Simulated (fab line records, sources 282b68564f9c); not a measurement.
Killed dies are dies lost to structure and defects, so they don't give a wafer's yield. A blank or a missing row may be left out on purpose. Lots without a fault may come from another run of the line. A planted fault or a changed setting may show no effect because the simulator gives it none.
Tool commonality check | flow rit_cmos | 14 lots, 42 wafers sampled

WHY IT WAS OPENED
At RIT_SDANNEAL_RS_MEAS_06 the reading PLDD_RS is flagged on 2 of 14 lots. Wafers without a fault read 178.5 ohm/sq, standard deviation 0.53.
Rule: a lot is flagged when every wafer of it that has a number lies more than 4 standard deviations from that mean, or none has a number. The other lots count as sound.

lot  | measured    | on            | PLDD_RS (ohm/sq), wafer by wafer | flag
L827 | day 3 12:41 | film_metro-04 | 177.6 178.5 177.6                |
L830 | day 4 02:40 | film_metro-02 | 178.8 178.2 178.9                |
L831 | day 4 06:15 | film_metro-01 | 179.3 178.9 179.6                |
L832 | day 4 06:40 | film_metro-02 | 178.8 179.2 179.4                |
L834 | day 4 21:49 | film_metro-04 | 179.2 178.8 178.9                |
L835 | day 4 22:56 | film_metro-02 | 178.5 178.4 178.0                |
L836 | day 5 09:50 | film_metro-01 | 177.9 178.0 178.3                |
L839 | day 6 00:46 | film_metro-02 | 179.0 179.0 178.4                |
L840 | day 6 04:52 | film_metro-02 | 178.2 179.0 178.0                |
L841 | day 6 16:30 | film_metro-04 | 178.2 178.2 178.1                |
L844 | day 7 01:10 | film_metro-01 | 182.4 182.0 182.2                | FLAGGED
L847 | day 7 12:22 | film_metro-01 | 183.2 183.3 182.9                | FLAGGED
L848 | day 7 16:26 | film_metro-04 | 177.6 177.8 178.2                |
L849 | day 7 19:16 | film_metro-01 | 179.0 178.3 178.1                |
The numbers of the flagged lots are 182.7 ohm/sq on average: +4.2 ohm/sq against the usual, or +8 standard deviations.

WHICH TOOL RAN EACH LOT
The record holds 1 process step before the reading, out of a route of 202 steps. In each cell: the tool, then ch and the chambers that the sampled wafers went through, then the start.
lot  | flag    | RIT_PLDD_IMPLANT_08
L827 |         | implanter-02 ch 0, day 3 06:10
L830 |         | implanter-02 ch 0, day 3 20:04
L831 |         | implanter-03 ch 0, day 3 23:42
L832 |         | implanter-04 ch 0, day 4 00:05
L834 |         | implanter-03 ch 0, day 4 15:02
L835 |         | implanter-03 ch 0, day 4 15:14
L836 |         | implanter-04 ch 0, day 5 03:28
L839 |         | implanter-03 ch 0, day 5 18:08
L840 |         | implanter-03 ch 0, day 5 21:55
L841 |         | implanter-04 ch 0, day 6 09:31
L844 | FLAGGED | implanter-03 ch 0, day 6 17:45
L847 | FLAGGED | implanter-03 ch 0, day 7 05:11
L848 |         | implanter-02 ch 0, day 7 09:50
L849 |         | implanter-02 ch 0, day 7 11:19
What these steps do:
- RIT_PLDD_IMPLANT_08
- RIT_SDANNEAL_RS_MEAS_06: measures by four-point-probe.

FLAGGED OVER TOTAL, TOOL BY TOOL (the gauges that took the reading come last)
step                    | tool          | lots run | flagged | share of the flagged lots | sound lots run after its first flagged lot
RIT_PLDD_IMPLANT_08     | implanter-02  | 4        | 0       | none                      | -
RIT_PLDD_IMPLANT_08     | implanter-03  | 7        | 2       | all                       | 0
RIT_PLDD_IMPLANT_08     | implanter-04  | 3        | 0       | none                      | -
RIT_SDANNEAL_RS_MEAS_06 | film_metro-01 | 5        | 2       | all                       | 1 (L849)
RIT_SDANNEAL_RS_MEAS_06 | film_metro-02 | 5        | 0       | none                      | -
RIT_SDANNEAL_RS_MEAS_06 | film_metro-04 | 4        | 0       | none                      | -

WHAT THE TABLE ALLOWS
2 rows of the table ran every flagged lot: implanter-03 at RIT_PLDD_IMPLANT_08, film_metro-01 at RIT_SDANNEAL_RS_MEAS_06.
- implanter-03 at RIT_PLDD_IMPLANT_08: 2 of its 7 lots flagged. Its last sound lot is L840 (day 5 21:55), its first flagged lot L844 (day 6 17:45): a fault that began between those two fits.
- film_metro-01 at RIT_SDANNEAL_RS_MEAS_06: 2 of its 5 lots flagged. Sound lots ran on it after the first flagged one (L849), which a lasting fault on the whole tool wouldn't allow.
One tool is left: implanter-03 at RIT_PLDD_IMPLANT_08.

WHAT THE SIMULATOR HAD PUT IN
Process parameter drift: implanter-03, from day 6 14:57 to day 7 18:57, at RIT_PLDD_IMPLANT_08. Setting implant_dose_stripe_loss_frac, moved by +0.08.
Lots struck among those shown: L844, L847. The rule above found the same.
